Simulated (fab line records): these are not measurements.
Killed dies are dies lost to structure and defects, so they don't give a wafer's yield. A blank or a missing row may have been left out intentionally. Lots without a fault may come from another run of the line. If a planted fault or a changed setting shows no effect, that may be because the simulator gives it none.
Split-lot experiment + flow berkeley_cmos170 + on a route of 331 steps: 5 lots, 23 wafers read

== SPLIT DETAILS ==
At UCB170_CONTACT_COAT_10 (resist thk 900 nm), the setting resist_thk_nm was moved away from the recipe's 900 nm on 11 of the 23 wafers read, by -5.2% to +2.7%. For the rest of the wafers, this setting stayed at what the recipe calls for.

== FROM THE SPLIT TO THE READING: what the file shows between them, 3 steps ==
- UCB170_CONTACT_SOFTBAKE_11: time 60 s
- UCB170_CONTACT_EXPOSE_12: exposes mask CONT, target cd 700 nm
- UCB170_CONTACT_ETCH_17: etches BARC in N2/H2

== THE READING ==
KrF_of_CONTACT_COAT_10.thk_nm (the simulator's own value, which no gauge read), in nm, at UCB170_CONTACT_ETCH_18 (etches PSG in CHF3/CF4/Ar, stops on TiSi2, target depth 840 nm, time 195 s). The file gives no usual value for it. The 12 wafers here that ran the recipe average 690.7 nm, standard deviation 4.2 nm.

| wafer  | tool, chamber at the split | resist_thk_nm as run, nm | against the recipe | KrF_of_CONTACT_COAT_10.thk_nm, nm | against lot-mates on the recipe |
|--------|----------------------------|--------------------------|--------------------|-----------------------------------|---------------------------------|
| L079.1 | litho_track-02, 0          | 900                      | recipe             | 691.6                             | -                               |
| L079.2 | litho_track-02, 0          | 853.6                    | -5.2%              | 642.1                             | -50.1                           |
| L079.4 | litho_track-02, 0          | 853.6                    | -5.2%              | 639.7                             | -52.5                           |
| L079.5 | litho_track-02, 0          | 853.6                    | -5.2%              | 640.6                             | -51.6                           |
| L079.6 | litho_track-02, 0          | 900                      | recipe             | 692.9                             | -                               |
| L080.1 | litho_track-02, 0          | 900                      | recipe             | 691.5                             | -                               |
| L080.2 | litho_track-02, 0          | 878.7                    | -2.4%              | 668.4                             | -26.7                           |
| L080.3 | litho_track-02, 0          | 900                      | recipe             | 702.2                             | -                               |
| L080.5 | litho_track-02, 0          | 878.7                    | -2.4%              | 678.9                             | -16.2                           |
| L080.6 | litho_track-02, 0          | 900                      | recipe             | 691.7                             | -                               |
| L081.2 | litho_track-03, 0          | 923.9                    | +2.7%              | 710.6                             | +22.0                           |
| L081.3 | litho_track-03, 0          | 923.9                    | +2.7%              | 710.3                             | +21.7                           |
| L081.4 | litho_track-03, 0          | 900                      | recipe             | 688.8                             | -                               |
| L081.5 | litho_track-03, 0          | 923.9                    | +2.7%              | 711.3                             | +22.7                           |
| L081.6 | litho_track-03, 0          | 900                      | recipe             | 688.4                             | -                               |
| L083.3 | litho_track-01, 0          | 900                      | recipe             | 692.4                             | -                               |
| L083.5 | litho_track-01, 0          | 900                      | recipe             | 684.9                             | -                               |
| L083.6 | litho_track-01, 0          | 900                      | recipe             | 685.8                             | -                               |
| L085.2 | litho_track-03, 0          | 900                      | recipe             | 690                               | -                               |
| L085.3 | litho_track-03, 0          | 918.4                    | +2.0%              | 711.7                             | +22.7                           |
| L085.4 | litho_track-03, 0          | 918.4                    | +2.0%              | 707.9                             | +18.9                           |
| L085.5 | litho_track-03, 0          | 918.4                    | +2.0%              | 712                               | +23.0                           |
| L085.6 | litho_track-03, 0          | 900                      | recipe             | 688.1                             | -                               |

THE FIT
A straight line over all 23 wafers: KrF_of_CONTACT_COAT_10.thk_nm changes by +9.08 nm for each +1% of resist_thk_nm; r = +0.98; the points scatter about the line by 4.4 nm.
The same after taking each lot's own level away (the mean of its wafers on the recipe; 23 wafers): +9.66 nm for each +1%; r = +0.99; scatter 3.4 nm.
Per that fit: largest resist_thk_nm move, reading shift of 50 nm.
The lots' own levels span 687.70 to 695.13 nm, that is 1.8 times the standard deviation above.
Consequently the slope shifts little with the lot-to-lot level, the two slopes agreeing.
Check: for one of the wafers moved furthest among these (-5.2%), held out of the fit, the line's prediction against its lot-mates is -50.1 nm. Against them it came out at -50.1 nm.

== OTHER SPLITS APPLIED TO THESE WAFERS ==
Other splits were also applied to these wafers ahead of the reading. Each is held against what the fit with the lots' levels taken away leaves over:
| other split on the same wafers      | wafers away from the commonest value | r with KrF_of_CONTACT_COAT_10.thk_nm (lot level and that fit taken away) |
|-------------------------------------|--------------------------------------|--------------------------------------------------------------------------|
| UCB170_PSD_IMPLANT_08 energy_kev    | 12                                   | +0.10                                                                    |
| UCB170_SILICIDE_SPUTTER_01 power_w  | 9                                    | -0.16                                                                    |
| UCB170_CONTACT_CVD_01 ph3_flow_sccm | 18                                   | +0.01                                                                    |

== THE WHOLE CHAIN: every reading that the file lists as answering this split, in the file's order ==
| step                   | what it does                                                               | reading                                                                        | change (the file's fit)              | r (the file's) |
|------------------------|----------------------------------------------------------------------------|--------------------------------------------------------------------------------|--------------------------------------|----------------|
| UCB170_CONTACT_COAT_10 | resist thk 900 nm                                                          | KrF_of_CONTACT_COAT_10.thk_nm (the simulator's own value, which no gauge read) | +9.08 nm for each +1% of the setting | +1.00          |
| UCB170_CONTACT_ETCH_18 | etches PSG in CHF3/CF4/Ar, stops on TiSi2, target depth 840 nm, time 195 s | KrF_of_CONTACT_COAT_10.thk_nm (the simulator's own value, which no gauge read) | +9.64 nm for each +1% of the setting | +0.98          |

== FILE'S OWN FIT ==
KrF_of_CONTACT_COAT_10.thk_nm changes by +9.64 nm for each +1% of resist_thk_nm, r = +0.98.
